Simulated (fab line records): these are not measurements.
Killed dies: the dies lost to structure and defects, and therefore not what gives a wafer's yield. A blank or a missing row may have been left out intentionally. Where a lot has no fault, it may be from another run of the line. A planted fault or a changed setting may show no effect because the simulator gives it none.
Which of the tools did it? / flow berkeley-cmos170 / 42 wafers from 14 lots sampled at 4 of the route's 331 steps

## WHAT THE GAUGES READ, wafer by wafer
UCB170_SACOX_THK_MEAS_02.
lot=L864; measured=day 5 01:18; on=film-metro-03; SACOX_OXIDE_THK (nm)=14.25 14.56 14.56
lot=L865; measured=day 5 04:04; on=film-metro-02; SACOX_OXIDE_THK (nm)=14.51 14.55 14.60
lot=L868; measured=day 5 10:56; on=film-metro-02; SACOX_OXIDE_THK (nm)=14.56 14.52 14.68
lot=L869; measured=day 5 10:56; on=film-metro-04; SACOX_OXIDE_THK (nm)=14.43 14.31 14.52
lot=L867; measured=day 5 10:59; on=film-metro-04; SACOX_OXIDE_THK (nm)=14.90 14.74 14.83
lot=L870; measured=day 6 00:16; on=film-metro-02; SACOX_OXIDE_THK (nm)=14.11 14.14 14.28
lot=L872; measured=day 6 16:23; on=film-metro-03; SACOX_OXIDE_THK (nm)=14.71 14.36 14.76
lot=L875; measured=day 6 23:31; on=film-metro-03; SACOX_OXIDE_THK (nm)=14.27 14.42 14.66
lot=L873; measured=day 6 23:31; on=film-metro-02; SACOX_OXIDE_THK (nm)=14.20 14.30 14.52
lot=L878; measured=day 7 20:28; on=film-metro-03; SACOX_OXIDE_THK (nm)=13.87 13.91 14.26
lot=L880; measured=day 8 12:43; on=film-metro-03; SACOX_OXIDE_THK (nm)=14.47 14.50 14.53
lot=L881; measured=day 8 18:23; on=film-metro-04; SACOX_OXIDE_THK (nm)=14.22 13.95 14.16
lot=L885; measured=day 9 15:52; on=film-metro-02; SACOX_OXIDE_THK (nm)=14.26 14.23 14.37
lot=L887; measured=day 9 23:42; on=film-metro-03; SACOX_OXIDE_THK (nm)=14.72 14.51 14.56

UCB170_NVT_TW_MEAS_09.
lot=L864; measured=day 5 10:28; on=film-metro-04; NVT_TW=526.9 523.3 522.5
lot=L865; measured=day 5 13:56; on=film-metro-03; NVT_TW=523.8 523.6 527.4
lot=L868; measured=day 5 20:32; on=film-metro-04; NVT_TW=520.1 524.6 523.4
lot=L869; measured=day 5 20:55; on=film-metro-03; NVT_TW=524.2 526.5 523.7
lot=L867; measured=day 5 20:25; on=film-metro-01; NVT_TW=527.0 525.9 524.2
lot=L870; measured=day 6 13:25; on=film-metro-04; NVT_TW=530.5 523.6 524.6
lot=L872; measured=day 7 00:37; on=film-metro-04; NVT_TW=526.8 524.0 524.2
lot=L875; measured=day 7 09:05; on=film-metro-04; NVT_TW=527.2 525.7 528.8
lot=L873; measured=day 7 08:32; on=film-metro-03; NVT_TW=531.5 528.1 526.4
lot=L878; measured=day 8 07:19; on=film-metro-04; NVT_TW=524.1 527.6 523.2
lot=L880; measured=day 8 20:45; on=film-metro-01; NVT_TW=529.2 524.6 527.3
lot=L881; measured=day 9 05:41; on=film-metro-03; NVT_TW=527.1 529.2 529.3
lot=L885; measured=day 10 07:35; on=film-metro-03; NVT_TW=525.7 525.6 525.7
lot=L887; measured=day 10 13:12; on=film-metro-01; NVT_TW=527.1 523.3 525.0

UCB170_GATE_THK_MEAS_05.
lot=L864; measured=day 5 21:14; on=film-metro-04; GATE_POLY_THK (nm)=216.4 216.9 215.5
lot=L865; measured=day 5 23:49; on=film-metro-03; GATE_POLY_THK (nm)=214.0 213.3 212.7
lot=L868; measured=day 6 11:04; on=film-metro-04; GATE_POLY_THK (nm)=217.7 220.6 218.1
lot=L869; measured=day 6 11:04; on=film-metro-03; GATE_POLY_THK (nm)=217.5 217.9 216.9
lot=L867; measured=day 6 11:04; on=film-metro-02; GATE_POLY_THK (nm)=219.1 217.3 220.2
lot=L870; measured=day 7 04:08; on=film-metro-04; GATE_POLY_THK (nm)=215.4 215.1 217.1
lot=L872; measured=day 7 10:47; on=film-metro-04; GATE_POLY_THK (nm)=212.3 210.7 212.6
lot=L875; measured=day 7 22:38; on=film-metro-03; GATE_POLY_THK (nm)=217.2 217.3 217.3
lot=L873; measured=day 7 22:37; on=film-metro-02; GATE_POLY_THK (nm)=217.6 218.0 216.8
lot=L878; measured=day 8 20:40; on=film-metro-03; GATE_POLY_THK (nm)=217.7 214.2 214.4
lot=L880; measured=day 9 09:05; on=film-metro-02; GATE_POLY_THK (nm)=216.7 216.8 217.4
lot=L881; measured=day 9 17:31; on=film-metro-02; GATE_POLY_THK (nm)=214.3 215.7 217.0
lot=L885; measured=day 10 22:25; on=film-metro-04; GATE_POLY_THK (nm)=213.3 215.7 214.1
lot=L887; measured=day 11 04:24; on=film-metro-02; GATE_POLY_THK (nm)=218.5 220.5 215.8

## WHICH TOOL RAN EACH LOT (tool, then ch and the chambers of the sampled wafers, then the start)
lot=L864; UCB170_PVT_IMPLANT_07=implanter-04 ch 0, day 5 11:38
lot=L865; UCB170_PVT_IMPLANT_07=implanter-02 ch 0, day 5 15:37
lot=L868; UCB170_PVT_IMPLANT_07=implanter-04 ch 0, day 5 22:26
lot=L869; UCB170_PVT_IMPLANT_07=implanter-01 ch 0, day 5 22:44
lot=L867; UCB170_PVT_IMPLANT_07=implanter-02 ch 0, day 5 22:17
lot=L870; UCB170_PVT_IMPLANT_07=implanter-01 ch 0, day 6 15:14
lot=L872; UCB170_PVT_IMPLANT_07=implanter-04 ch 0, day 7 02:10
lot=L875; UCB170_PVT_IMPLANT_07=implanter-01 ch 0, day 7 11:50
lot=L873; UCB170_PVT_IMPLANT_07=implanter-01 ch 0, day 7 11:08
lot=L878; UCB170_PVT_IMPLANT_07=implanter-02 ch 0, day 8 08:39
lot=L880; UCB170_PVT_IMPLANT_07=implanter-02 ch 0, day 8 22:01
lot=L881; UCB170_PVT_IMPLANT_07=implanter-04 ch 0, day 9 06:49
lot=L885; UCB170_PVT_IMPLANT_07=implanter-01 ch 0, day 10 08:50
lot=L887; UCB170_PVT_IMPLANT_07=implanter-01 ch 0, day 10 16:07
- UCB170_PVT_IMPLANT_07

## WHAT THE TOOLS THEMSELVES READ (means of the sampled wafers that have a number; where no wafer has one, the mark that the record gives instead)
UCB170_PVT_IMPLANT_07.
lot=L864; tool=implanter-04; end-station-pressure-torr (Torr)=5.21e-06; tilt-deg (degrees)=6.972
lot=L865; tool=implanter-02; end-station-pressure-torr (Torr)=5.24e-06; tilt-deg (degrees)=7.020
lot=L868; tool=implanter-04; end-station-pressure-torr (Torr)=5.35e-06; tilt-deg (degrees)=6.991
lot=L869; tool=implanter-01; end-station-pressure-torr (Torr)=4.87e-06; tilt-deg (degrees)=7.008
lot=L867; tool=implanter-02; end-station-pressure-torr (Torr)=4.83e-06; tilt-deg (degrees)=6.981
lot=L870; tool=implanter-01; end-station-pressure-torr (Torr)=5.12e-06; tilt-deg (degrees)=7.005
lot=L872; tool=implanter-04; end-station-pressure-torr (Torr)=5.07e-06; tilt-deg (degrees)=7.014
lot=L875; tool=implanter-01; end-station-pressure-torr (Torr)=5.14e-06; tilt-deg (degrees)=7.956
lot=L873; tool=implanter-01; end-station-pressure-torr (Torr)=4.97e-06; tilt-deg (degrees)=7.934
lot=L878; tool=implanter-02; end-station-pressure-torr (Torr)=5.19e-06; tilt-deg (degrees)=6.976
lot=L880; tool=implanter-02; end-station-pressure-torr (Torr)=5.25e-06; tilt-deg (degrees)=7.004
lot=L881; tool=implanter-04; end-station-pressure-torr (Torr)=5.01e-06; tilt-deg (degrees)=7.009
lot=L885; tool=implanter-01; end-station-pressure-torr (Torr)=4.84e-06; tilt-deg (degrees)=7.006
lot=L887; tool=implanter-01; end-station-pressure-torr (Torr)=5.19e-06; tilt-deg (degrees)=6.996

## THE ANSWER, worked out from the rows above alone
Rule: the usual values come from the lots themselves. The widest of any qualifying gaps counts: lots, ordered by their means at a reading, are off when they make up no more than a third of the lots, leave a main group of 4 or more, and stand apart from it by 3 or more times the standard deviation of that group's means. The tables above print the reading to a certain number of digits; a main group whose means all agree to those digits is not used. A lot without any number at a reading at which 4 lots or more have one is off too. Where the step has rows for the other lots, those lots are counted as sound. Order of review: gauges by route order, followed by the tools' own readings, for which a lot's mean as printed above is used. At the first step where some lot is off, the reading lying furthest off is the one used; lots without a number count as furthest.
Off, at UCB170_PVT_IMPLANT_07 on tilt-deg: L875, L873. The main group: mean 6.998 degrees, standard deviation 0.015.
If a tool, at that step or one of the process steps before it, ran each lot that is off and ran no sound lot following the first of them, it fits. Not one of the candidates tried fits.

## WHAT THE SIMULATOR PUT IN
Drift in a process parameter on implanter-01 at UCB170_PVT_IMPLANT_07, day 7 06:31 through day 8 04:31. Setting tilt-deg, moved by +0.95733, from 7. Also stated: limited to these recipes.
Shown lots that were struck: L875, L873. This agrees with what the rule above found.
